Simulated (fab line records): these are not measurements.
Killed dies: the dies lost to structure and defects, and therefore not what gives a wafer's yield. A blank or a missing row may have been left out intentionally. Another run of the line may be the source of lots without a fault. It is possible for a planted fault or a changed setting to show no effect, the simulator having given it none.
Which tool is to blame? :: flow rit-cmos :: 7 lots with 21 wafers sampled at 3 steps, on a route of 202 steps

## WHAT THE GAUGES SHOWED, per wafer
RIT_PWELL_OVL_MEAS_06.
lot: L706
measured: day 2 04:14
on: overlay-01
PWELL_OVL (nm): -0.9 -0.5 -2.2

lot: L708
measured: day 2 13:41
on: overlay-02
PWELL_OVL (nm): 0.5 1.7 2.0

lot: L711
measured: day 3 06:05
on: overlay-02
PWELL_OVL (nm): -1.1 -2.1 -1.3

lot: L713
measured: day 3 18:20
on: overlay-02
PWELL_OVL (nm): 0.7 -0.1 0.4

lot: L717
measured: day 4 12:14
on: overlay-01
PWELL_OVL (nm): -1.3 -1.8 -1.6

lot: L719
measured: day 4 21:06
on: overlay-02
PWELL_OVL (nm): 2.4 1.0 1.7

lot: L726
measured: day 6 09:34
on: overlay-02
PWELL_OVL (nm): 2.4 2.1 2.9

## WHAT TOOL EACH LOT RAN ON (gives the tool, then ch and the chambers of the sampled wafers, and finally the start)
lot: L706
RIT_FOX2_OXIDATION_00: furnace-04 ch 0, day 1 23:05
RIT_NWELL_STRIP_09: plasma-asher-01 ch 0,1, day 2 02:50

lot: L708
RIT_FOX2_OXIDATION_00: furnace-01 ch 0, day 2 08:50
RIT_NWELL_STRIP_09: plasma-asher-03 ch 0,1, day 2 12:34

lot: L711
RIT_FOX2_OXIDATION_00: furnace-01 ch 0, day 3 01:06
RIT_NWELL_STRIP_09: plasma-asher-02 ch 1, day 3 04:47

lot: L713
RIT_FOX2_OXIDATION_00: furnace-03 ch 0, day 3 13:25
RIT_NWELL_STRIP_09: plasma-asher-02 ch 0,1, day 3 17:02

lot: L717
RIT_FOX2_OXIDATION_00: furnace-04 ch 0, day 4 07:22
RIT_NWELL_STRIP_09: plasma-asher-02 ch 1, day 4 11:07

lot: L719
RIT_FOX2_OXIDATION_00: furnace-04 ch 0, day 4 16:13
RIT_NWELL_STRIP_09: plasma-asher-01 ch 0,1, day 4 19:59

lot: L726
RIT_FOX2_OXIDATION_00: furnace-03 ch 0, day 6 04:44
RIT_NWELL_STRIP_09: plasma-asher-02 ch 0,1, day 6 08:22
- RIT_FOX2_OXIDATION_00: target thk 350.7 nm, ox time 1130 s.
- RIT_NWELL_STRIP_09: strips in O2, time 180 s.

## THE ANSWER, worked out from the rows above alone
Rule: what is usual is taken from the lots themselves. Put in order of their means at a reading, lots are off if they are a third of the lots or fewer, leave a main group of 4 or more, and stand apart from it by a gap of 3 or more times the standard deviation of the main group's means; of several such gaps the widest counts. Not used: any main group whose means are identical at the precision the tables above print for the reading. A lot without any number at a reading at which 4 lots or more have one is off too. All remaining lots with rows at the step are treated as sound.
Across all readings shown, no lot is off: no conclusion can be drawn from this.

## WHAT HAD BEEN PUT IN BY THE SIMULATOR
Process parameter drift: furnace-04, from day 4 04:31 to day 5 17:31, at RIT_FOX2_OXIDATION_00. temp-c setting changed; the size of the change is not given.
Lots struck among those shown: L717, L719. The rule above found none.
